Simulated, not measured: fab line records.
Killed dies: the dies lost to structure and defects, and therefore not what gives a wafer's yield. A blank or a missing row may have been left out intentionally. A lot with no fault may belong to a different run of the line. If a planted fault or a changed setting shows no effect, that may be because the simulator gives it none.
The tool behind it: which one? :: flow berkeley_cmos170 :: Sampling: 7 lots, 21 wafers, 2 of 331 route steps

WHAT THE GAUGES READ, wafer by wafer
UCB170_GATE_THK_MEAS_02.
lot: L207
measured: day 7 03:42
on: film_metro-03
GATE_OXIDE_THK (nm): 6.52 6.46 6.60

lot: L210
measured: day 8 12:44
on: film_metro-01
GATE_OXIDE_THK (nm): 6.41 6.56 6.61

lot: L218
measured: day 10 00:42
on: film_metro-04
GATE_OXIDE_THK (nm): 6.39 6.39 6.25

lot: L222
measured: day 10 09:43
on: film_metro-01
GATE_OXIDE_THK (nm): 7.52 6.94 6.85

lot: L224
measured: day 10 21:52
on: film_metro-03
GATE_OXIDE_THK (nm): 6.57 6.48 6.57

lot: L228
measured: day 11 14:19
on: film_metro-01
GATE_OXIDE_THK (nm): 6.69 6.65 6.61

lot: L227
measured: day 11 14:16
on: film_metro-03
GATE_OXIDE_THK (nm): 6.51 6.67 6.63

EACH LOT AND THE TOOL THAT RAN IT (in order: tool; ch and the chambers of the sampled wafers; start)
lot: L207
UCB170_GATE_OXIDATION_01: furnace-04 ch 0, day 7 02:12

lot: L210
UCB170_GATE_OXIDATION_01: furnace-04 ch 0, day 8 11:14

lot: L218
UCB170_GATE_OXIDATION_01: furnace-02 ch 0, day 9 23:08

lot: L222
UCB170_GATE_OXIDATION_01: furnace-04 ch 0, day 10 08:12

lot: L224
UCB170_GATE_OXIDATION_01: furnace-02 ch 0, day 10 20:21

lot: L228
UCB170_GATE_OXIDATION_01: furnace-01 ch 0, day 11 12:45

lot: L227
UCB170_GATE_OXIDATION_01: furnace-01 ch 0, day 11 12:45
- UCB170_GATE_OXIDATION_01: target thk 6.6 nm, ox time 1800 s.

THE ANSWER, worked out from the rows above alone
Rule: the lots themselves supply what counts as usual. The widest of any qualifying gaps counts: lots, ordered by their means at a reading, are off when they make up no more than a third of the lots, leave a main group of 4 or more, and stand apart from it by 3 or more times the standard deviation of that group's means. A main group whose means are all the same, to the digits that the tables above print for the reading, isn't used. Also off: a lot with no number at a reading for which 4 or more lots have one. Any other lot the step has rows for is counted as sound.
Off: L222, at UCB170_GATE_THK_MEAS_02 (GATE_OXIDE_THK). For the main group the mean is 6.53 nm and the standard deviation 0.096.
If a tool, at a process step before that reading, ran all the lots that are off and no sound lot after the first of them, it fits. The gauges at UCB170_GATE_THK_MEAS_02 are tried like those tools. One candidate fits, namely furnace-04 at UCB170_GATE_OXIDATION_01. Its last sound lot is L210 (day 8 11:14), its first lot that is off L222 (day 10 08:12): a fault that began between those two fits.

WHAT THE SIMULATOR PUT IN
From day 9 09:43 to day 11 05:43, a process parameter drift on furnace-04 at UCB170_GATE_OXIDATION_01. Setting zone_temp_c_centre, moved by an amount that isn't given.
Lots struck among those shown: L222. The rule above reached the same finding.
